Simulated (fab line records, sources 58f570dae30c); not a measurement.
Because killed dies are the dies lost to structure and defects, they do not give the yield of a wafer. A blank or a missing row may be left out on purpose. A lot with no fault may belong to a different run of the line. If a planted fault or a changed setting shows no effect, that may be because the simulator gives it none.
A lot that was struck, set against a sound lot || flow berkeley_cmos170 || 15 steps out of a route of 331
Sound: the wafers L168.2, L168.3, L168.5. Struck: wafers L185.2, L185.5. (L185.3 of the same lot was not struck and is left out.) The cause comes at the end.
Order at every step that has rows: each side's tool, ch and its chambers, its first start. Under that, the readings that differ: sound wafers || struck wafers || difference of the means || sigmas: that difference in standard deviations of wafers without a fault.
alike: same words and numbers on both sides, and readings whose means sit less than 2 such deviations apart. not compared: any withheld reading, any reading some wafer has no value for, any bound like >300 that may hide the same value, and any number with overlapping values for which the record gives no deviation.
The two part at a step that has a row with sigmas, a row that says differs or no value, or rows on one side only. Numbers that have no deviation but don't overlap get no sigmas and don't part them. Lack of a reading on every wafer of one side parts them only where that side has two or more wafers.

first, 2 steps without rows for these wafers: UCB170_GATE_ANNEAL_03 (time 1800 s); UCB170_GATE_CVD_04 (deposits poly-Si from SiH4, time 1440 s, target thk 214 nm).
UCB170_GATE_THK_MEAS_05:
  sound: film_metro-02 at day 8 00:14; struck: film_metro-03 at day 12 13:38
  alike: GATE_POLY_THK
then, 6 steps without rows for these wafers: UCB170_GATE_COAT_06; UCB170_GATE_COAT_07 (resist thk 900 nm); UCB170_GATE_SOFTBAKE_08 (time 60 s); UCB170_GATE_EXPOSE_09 (exposes mask POLY, target cd 350 nm); UCB170_GATE_PEB_10; UCB170_GATE_DEVELOP_11 (develop time 45 s).
UCB170_GATE_CD_MEAS_12 targets a cd of 350 nm.
  sound: cd_sem-02 at day 8 01:37; struck: cd_sem-02 at day 12 14:40
  alike: cd_nm
UCB170_GATE_OVL_MEAS_13:
  sound: overlay-01 at day 8 01:43; struck: overlay-02 at day 12 14:47
  alike: GATE_OVL
UCB170_GATE_ETCH_14: etches BARC in N2/H2.
  sound on rie_diel-03 ch 2,3, day 8 01:45; struck on rie_diel-02 ch 0,3, day 12 14:49
  alike: drypump_motor_current_A, h2_flow_sccm, oes_product_au, rf_fwd_power_W, throttle_valve_pct
UCB170_GATE_ETCH_15: etches poly-Si in HBr/Cl2, stops on SiO2, time 56.3 s, target depth 278.2 nm.
  sound on rie_si-01 ch 0,3, day 8 01:47; struck on rie_si-01 ch 3, day 12 14:51
{"reading": "rf_fwd_power_W (W)", "sound": "298.5 294.0 295.9", "struck": "249.4 249.4", "difference": -46.7, "sigmas": -33}
{"reading": "model.KrF_of_GATE_COAT_07.thk_nm (nm)", "sound": "772.8 774.1 774.2", "struck": "778.9 782.5", "difference": "+7.0", "sigmas": ""}
  alike: drypump_motor_current_A, oes_product_au, throttle_valve_pct
  not compared: rf_hours_counter_h
UCB170_GATE_STRIP_16: strips in O2.
  sound on plasma_asher-03 ch 1, day 8 01:50; struck on plasma_asher-01 ch 0,1, day 12 14:54
  alike: drypump_motor_current_A, oes_product_au
  not compared: rf_hours_counter_h
-- the record jumps here: 3 days lie between the struck wafers' starts before and after (it left off in module GATE and takes up again in module M3, whose first step shown is number 331 of the route) --
UCB170_M3_PROBE_99:
  rows exist in the record for the struck wafers here (prober-02, day 15 03:14), but not for the sound ones

## WHERE THEY PART
At UCB170_GATE_ETCH_15 first; at UCB170_M3_PROBE_99 last (within this record only).

WHY: what had been put in by the simulator
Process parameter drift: rie_si-01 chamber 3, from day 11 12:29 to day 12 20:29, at UCB170_GATE_ETCH_15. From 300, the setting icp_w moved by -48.
